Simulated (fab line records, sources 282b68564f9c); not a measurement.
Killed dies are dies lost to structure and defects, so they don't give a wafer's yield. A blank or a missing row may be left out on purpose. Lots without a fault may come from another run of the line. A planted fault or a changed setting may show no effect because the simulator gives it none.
Split-lot experiment | flow rit_cmos | 5 lots, 23 wafers read, on a route of 202 steps

THE SPLIT
At RIT_NLDD_IMPLANT_08, the setting energy_kev was moved away from the recipe's 20 on 5 of the 23 wafers read, by +5.2% to +5.6%. The other wafers ran this setting at the recipe's value.

The reading is taken at the split's own step.

THE READING
implant.drp_nm (the simulator's own value, which no gauge read), in nm, at RIT_NLDD_IMPLANT_08. The file gives no usual value for it.

wafer  | tool, chamber at the split | energy_kev as run | against the recipe | implant.drp_nm, nm | against lot-mates on the recipe
L074.2 | implanter-04, 0            | 20                | recipe             | 12.97              | -
L074.5 | implanter-04, 0            | 20                | recipe             | 12.97              | -
L074.6 | implanter-04, 0            | 20                | recipe             | 12.97              | -
L074.3 | implanter-04, 0            | 21.12             | +5.6%              | 13.4               | +0.43
L074.4 | implanter-04, 0            | 21.12             | +5.6%              | 13.4               | +0.43
L075.1 | implanter-01, 0            | 21.04             | +5.2%              | 13.37              | +0.40
L075.3 | implanter-01, 0            | 21.04             | +5.2%              | 13.37              | +0.40
L075.4 | implanter-01, 0            | 21.04             | +5.2%              | 13.37              | +0.40
L075.2 | implanter-01, 0            | 20                | recipe             | 12.97              | -
L075.6 | implanter-01, 0            | 20                | recipe             | 12.97              | -
L081.1 | implanter-01, 0            | 20                | recipe             | 12.97              | -
L081.2 | implanter-01, 0            | 20                | recipe             | 12.97              | -
L081.6 | implanter-01, 0            | 20                | recipe             | 12.97              | -
L082.1 | implanter-04, 0            | 20                | recipe             | 12.97              | -
L082.2 | implanter-04, 0            | 20                | recipe             | 12.97              | -
L082.3 | implanter-04, 0            | 20                | recipe             | 12.97              | -
L082.4 | implanter-04, 0            | 20                | recipe             | 12.97              | -
L082.6 | implanter-04, 0            | 20                | recipe             | 12.97              | -
L084.1 | implanter-02, 0            | 20                | recipe             | 12.97              | -
L084.2 | implanter-02, 0            | 20                | recipe             | 12.97              | -
L084.4 | implanter-02, 0            | 20                | recipe             | 12.97              | -
L084.5 | implanter-02, 0            | 20                | recipe             | 12.97              | -
L084.6 | implanter-02, 0            | 20                | recipe             | 12.97              | -

THE FIT
A straight line over all 23 wafers: implant.drp_nm changes by +0.0769 nm for each +1% of energy_kev; r = +1.00; the points scatter about the line by 0.00018 nm.
The same after taking each lot's own level away (the mean of its wafers on the recipe; 23 wafers): +0.0769 nm for each +1%; r = +1.00; scatter 0.00018 nm.
On that fit, the largest move of energy_kev shifts the reading by 0.43 nm.
The lots' own levels span 12.970 to 12.970 nm.
So the lot-to-lot level changes the slope little: the two slopes agree.
Check: with one of the wafers moved furthest among these (+5.6%) left out of the fit, the line predicts +0.431 nm for it against its lot-mates. It came out at +0.43 nm against them.

OTHER SPLITS ON THESE WAFERS
These wafers also went through other splits before the reading. Each is held against what the fit with the lots' levels taken away leaves over:
other split on the same wafers  | wafers away from the commonest value | r with implant.drp_nm (lot level and that fit taken away)
RIT_REOX_OXIDATION_03 ox_time_s | 15                                   | -0.30
RIT_NLDD_HARDBAKE_07 temp_c     | 9                                    | -0.14

THE WHOLE CHAIN: every reading that the file lists as answering this split, in the file's order
step                | what it does | reading                                                         | change (the file's fit)                | r (the file's)
RIT_NLDD_IMPLANT_08 |              | implant.rp_nm (the simulator's own value, which no gauge read)  | +0.184 nm for each +1% of the setting  | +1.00
RIT_NLDD_IMPLANT_08 |              | implant.drp_nm (the simulator's own value, which no gauge read) | +0.0774 nm for each +1% of the setting | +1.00

THE FILE'S OWN FIT
implant.drp_nm changes by +0.0774 nm for each +1% of energy_kev, r = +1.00.
